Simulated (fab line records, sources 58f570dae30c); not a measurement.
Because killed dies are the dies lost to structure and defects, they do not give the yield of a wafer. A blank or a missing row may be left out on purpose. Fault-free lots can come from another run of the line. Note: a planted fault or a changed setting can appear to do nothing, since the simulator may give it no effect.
Comparing a struck lot with a sound one ; flow berkeley_cmos170 ; 14 out of 331 route steps
Sound: wafers L497.2, L497.4, L497.6. Struck: wafers L500.1, L500.4, L500.6. The cause comes at the end.
For every step that has rows: the tool of each side, followed by ch and its chambers, followed by its first start. Under that, the readings that differ: sound wafers ; struck wafers ; difference of the means ; sigmas: that difference in standard deviations of wafers without a fault.
alike: words and numbers the same on both sides, and readings whose means are apart by under 2 such deviations; not compared: readings that were withheld, readings missing a value for some wafer, numbers with overlapping values and no deviation given by the record, and bounds like >300 which may hide the same value.
Wherever a step has rows on one side only, a row that says differs or no value, or a row with sigmas, the two part there. When numbers do not overlap yet have no deviation, they are printed without sigmas and do not part them. A reading that every wafer of one side lacks parts them only if that side has two wafers or more.

UCB170_PWELL_STRIP_16: strips in O2.
  sound on plasma_asher-01 ch 0,1, day 6 01:56; struck on plasma_asher-03 ch 0,1, day 7 00:34
  alike: drypump_motor_current_A, oes_product_au, strip_time_to_endpoint_s
  not compared: rf_hours_counter_h
UCB170_PWELL_TW_MEAS_17:
  sound on film_metro-02 at day 6 02:04; struck on film_metro-02 at day 7 00:40
  alike: PWELL_TW
then, 5 steps without rows for these wafers: UCB170_PWELL_CLEAN_18 (cleans in SPM, time 600 s); UCB170_PWELL_WET_ETCH_19 (etches Si3N4 in H3PO4, time 14400 s); UCB170_PWELL_WET_ETCH_20 (etches SiO2 in BOE, time 22 s); UCB170_WELLDRIVE_CLEAN_00 (cleans in SPM, time 600 s); UCB170_WELLDRIVE_OXIDATION_01 (target thk 199 nm, ox time 9000 s).
UCB170_WELLDRIVE_THK_MEAS_02:
  sound on film_metro-01 at day 6 14:37; struck on film_metro-02 at day 7 11:02
  alike: WELLDRIVE_OXIDE_THK
then, 4 steps without rows for these wafers: UCB170_WELLDRIVE_ANNEAL_03 (time 900 s); UCB170_WELLDRIVE_WET_ETCH_04 (etches SiO2 in BOE, time 120 s); UCB170_ACTIVE_CLEAN_00 (cleans in SPM, time 600 s); UCB170_ACTIVE_CLEAN_01 (cleans in dHF, time 60 s).
UCB170_ACTIVE_OXIDATION_02: target thk 26.4 nm, ox time 1260 s.
  struck on furnace-04, day 7 20:42; sound on furnace-01 ch 0, day 6 18:44
  no value came back on the struck wafers for ox_temp_c (C), ox_temp_c_max; on the sound wafers ox_temp_c (C) reads 1000.0 1000.7 1000.3
then, 1 step without rows for these wafers: UCB170_ACTIVE_ANNEAL_04 (time 900 s).

== WHERE THEY PART ==
At UCB170_ACTIVE_OXIDATION_02 and nowhere else, as far as this record goes.

WHY: what had been put in by the simulator
Step skipped in full: furnace-04, at UCB170_ACTIVE_OXIDATION_02, from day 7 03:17 onward. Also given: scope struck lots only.
